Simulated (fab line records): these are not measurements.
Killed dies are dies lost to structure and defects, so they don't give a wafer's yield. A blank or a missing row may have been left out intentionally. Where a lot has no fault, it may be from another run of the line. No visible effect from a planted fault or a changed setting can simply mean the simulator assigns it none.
Tool commonality check	flow ritCmos	14 lots, 42 wafers sampled

WHY THIS WAS OPENED
At RIT_GATE_THK_MEAS_09 the reading GATE_POLY_THK is flagged on 2 of 14 lots. No-fault wafers: 249.7 nm, standard deviation 2.1.
Rule: flag the lot when none of its wafers has a number, or when each of its wafers that has one lies beyond 4 standard deviations from that mean. All remaining lots are regarded as sound.

lot	measured	on	GATE_POLY_THK (nm), wafer by wafer	flag
L179	day 2 20:53	filmMetro-03	252.1 251.3 249.3	
L182	day 3 04:41	filmMetro-04	248.3 247.4 246.8	
L183	day 3 08:42	filmMetro-03	250.5 249.0 252.2	
L184	day 3 14:28	filmMetro-01	252.6 251.4 252.7	
L185	day 3 18:43	filmMetro-04	253.1 252.7 251.8	
L186	day 3 22:19	filmMetro-03	245.9 244.8 247.0	
L187	day 4 04:05	filmMetro-04	253.8 249.6 252.8	
L188	day 4 08:04	filmMetro-04	248.8 246.6 248.3	
L189	day 4 13:17	filmMetro-01	250.0 251.6 249.3	
L192	day 5 03:59	filmMetro-01	356.9 356.0 357.7	FLAGGED
L193	day 5 08:50	filmMetro-04	253.1 252.9 252.1	
L194	day 5 13:43	filmMetro-01	356.0 354.3 353.5	FLAGGED
L200	day 6 20:19	filmMetro-03	251.2 250.5 250.7	
L201	day 7 01:19	filmMetro-04	249.6 248.3 249.3	
On average the flagged lots' numbers are 355.7 nm, which is +106.0 nm against the usual, or +50 standard deviations.

TOOL THAT RAN EACH LOT
The record keeps 1 process step preceding the reading, out of 202 steps on the route. In each cell: the tool, then ch and the chambers that the sampled wafers went through, then the start.
lot	flag	RIT_GATE_CVD_08
L179		lpcvd-01 ch 1, day 2 19:16
L182		lpcvd-01 ch 1, day 3 03:04
L183		lpcvd-01 ch 0, day 3 07:04
L184		lpcvd-02 ch 1, day 3 12:49
L185		lpcvd-01 ch 0, day 3 17:05
L186		lpcvd-02 ch 1, day 3 20:43
L187		lpcvd-01 ch 1, day 4 02:27
L188		lpcvd-02 ch 1, day 4 06:26
L189		lpcvd-01 ch 1, day 4 11:40
L192	FLAGGED	lpcvd-01 ch 1, day 5 02:22
L193		lpcvd-02 ch 0, day 5 07:12
L194	FLAGGED	lpcvd-01 ch 1, day 5 12:05
L200		lpcvd-02 ch 1, day 6 18:41
L201		lpcvd-02 ch 1, day 6 23:42
What is done by these steps:
- RIT_GATE_CVD_08: deposits poly-Si from SiH4, target thk 250 nm, time 2220 s.
- RIT_GATE_THK_MEAS_09

FLAGGED AGAINST TOTAL, ONE TOOL AT A TIME (gauges that did the reading follow at the end)
step	tool	lots run	flagged	share of the flagged lots	sound lots run after its first flagged lot
RIT_GATE_CVD_08	lpcvd-01	8	2	all	0
RIT_GATE_CVD_08	lpcvd-02	6	0	none	-
RIT_GATE_THK_MEAS_09	filmMetro-01	4	2	all	0
RIT_GATE_THK_MEAS_09	filmMetro-03	4	0	none	-
RIT_GATE_THK_MEAS_09	filmMetro-04	6	0	none	-

WHAT IS ALLOWED BY THE TABLE
Rows of the table that ran all the flagged lots, 2 in number: lpcvd-01 at RIT_GATE_CVD_08; filmMetro-01 at RIT_GATE_THK_MEAS_09.
- lpcvd-01 at RIT_GATE_CVD_08 ran 8 lots, 2 of them flagged. A fault beginning between L189 (day 4 11:40), its last sound lot, and L192 (day 5 02:22), its first flagged one, fits the data. Its own readings (spikeTcCentreC, spikeTcLoadC, spikeTcSourceC, susceptorTempC) fall more than 4 standard deviations out on all wafers of the flagged lots.
- filmMetro-01 at RIT_GATE_THK_MEAS_09 ran 4 lots, 2 of them flagged. A fault beginning between L189 (day 4 13:17), its last sound lot, and L192 (day 5 03:59), its first flagged one, fits the data.
A lot count leaves these 2 tools indistinguishable: every one of them fits a fault beginning at some hour. More lots, or a look at what each step does to the wafer, might.

WHAT THE SIMULATOR HAD PUT IN
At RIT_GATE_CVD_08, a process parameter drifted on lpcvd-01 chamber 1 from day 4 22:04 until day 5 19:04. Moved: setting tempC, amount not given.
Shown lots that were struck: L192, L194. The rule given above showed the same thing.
